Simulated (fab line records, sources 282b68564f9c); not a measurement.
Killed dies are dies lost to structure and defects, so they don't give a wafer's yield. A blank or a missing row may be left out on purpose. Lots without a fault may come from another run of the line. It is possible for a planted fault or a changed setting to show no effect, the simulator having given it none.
Comparing a struck lot with a sound one | flow ritCmos | 14 out of 202 route steps
Sound: these wafers, L764.1, L764.3, L764.6. Struck: wafer L771.5 (L771.3, L771.4, from the same lot, were not struck and are left out); the cause is given at the end.
Each step with rows lists, per side, the tool, then ch with its chambers, then its first start. Under that, the readings that differ: sound wafers | struck wafers | difference of the means | sigmas: that difference in standard deviations of wafers without a fault.
alike: a reading whose means differ by less than 2 such deviations, as well as words and numbers matching on both sides. not compared: withheld readings; readings where some wafer has no value; bounds like >300 that might hide an equal value; numbers whose values overlap and for which the record gives no deviation.
Wherever a step has rows on one side only, a row that says differs or no value, or a row with sigmas, the two part there. Numbers that don't overlap but have no deviation are shown without sigmas and don't part them. Lack of a reading on every wafer of one side parts them only where that side has two or more wafers.

RIT_SILICIDE_RTA_06: time 10 s, ramp up 5 s, ramp down 10 s.
  sound on rtpAnneal-01 ch 0, day 3 12:55; struck on rtpAnneal-02 ch 0, day 5 00:59
reading          | sound             | struck | difference | sigmas
wafer_temp_C_max | 753.7 753.7 753.8 | 751.9  | -1.8       | -3
RIT_CONTACT_CVD_00: deposits SiO2 from TEOS, target thk 400 nm, time 61 s.
  sound on pecvd-01 ch 0,1,2, day 3 12:59; struck on pecvd-04 ch 0, day 5 01:01
  alike: heaterPowerW
RIT_CONTACT_THK_MEAS_01:
  struck on filmMetro-01, day 5 01:05; sound on filmMetro-03, day 3 13:02
  alike: CONTACT_TEOS_THK
then, 6 steps without rows for these wafers: RIT_CONTACT_HMDS_02 (prime time 60 s); RIT_CONTACT_COAT_03 (resist thk 1000 nm); RIT_CONTACT_SOFTBAKE_04 (time 60 s); RIT_CONTACT_EXPOSE_05 (exposes mask M11, target cd 1000 nm); RIT_CONTACT_PEB_06; RIT_CONTACT_DEVELOP_07 (develop time 120 s).
RIT_CONTACT_CD_MEAS_08 targets a cd of 1000 nm.
  struck on cdSem-02, day 5 02:17; sound on cdSem-02, day 3 14:04
  alike: cdNm
RIT_CONTACT_OVL_MEAS_09:
  struck on overlay-01, day 5 02:23; sound on overlay-01, day 3 14:11
  alike: CONTACT_OVL
then, 1 step without rows for these wafers: RIT_CONTACT_HARDBAKE_10 (time 60 s).
RIT_CONTACT_ETCH_11: etches SiO2 in CHF3/CF4/Ar, stops on TiSi2, target depth 480 nm, time 320 s.
  sound on rieDiel-01 ch 0,2,3, day 3 14:23; struck on rieDiel-01 ch 1, day 5 02:33
reading                                     | sound             | struck | difference | sigmas
model.CONTACT.featureDepthNm (nm)           | 397.4 398.9 405.9 | 364.9  | -35.8      | 
model.etch.depthNm (nm)                     | 397.4 398.9 405.9 | 364.9  | -35.8      | 
model.NOVOLAK_of_CONTACT_COAT_03.thkNm (nm) | 765.2 765.7 769.1 | 796.3  | +29.6      | 
  alike: drypumpMotorCurrentA, oesProductAu, throttleValvePct
  not compared: rfHoursCounterH
RIT_CONTACT_STRIP_12: strips in O2, time 180 s.
  sound on plasmaAsher-04 ch 0,1, day 3 14:34; struck on plasmaAsher-02 ch 1, day 5 02:49
  alike: drypumpMotorCurrentA
  not compared: rfHoursCounterH

== WHERE THEY PART ==
Only at RIT_SILICIDE_RTA_06, within this record. Later steps at which nothing parts them and some readings are alike: RIT_CONTACT_CVD_00, RIT_CONTACT_THK_MEAS_01, RIT_CONTACT_CD_MEAS_08, RIT_CONTACT_OVL_MEAS_09, RIT_CONTACT_ETCH_11, RIT_CONTACT_STRIP_12.

WHY: what the simulator had put in
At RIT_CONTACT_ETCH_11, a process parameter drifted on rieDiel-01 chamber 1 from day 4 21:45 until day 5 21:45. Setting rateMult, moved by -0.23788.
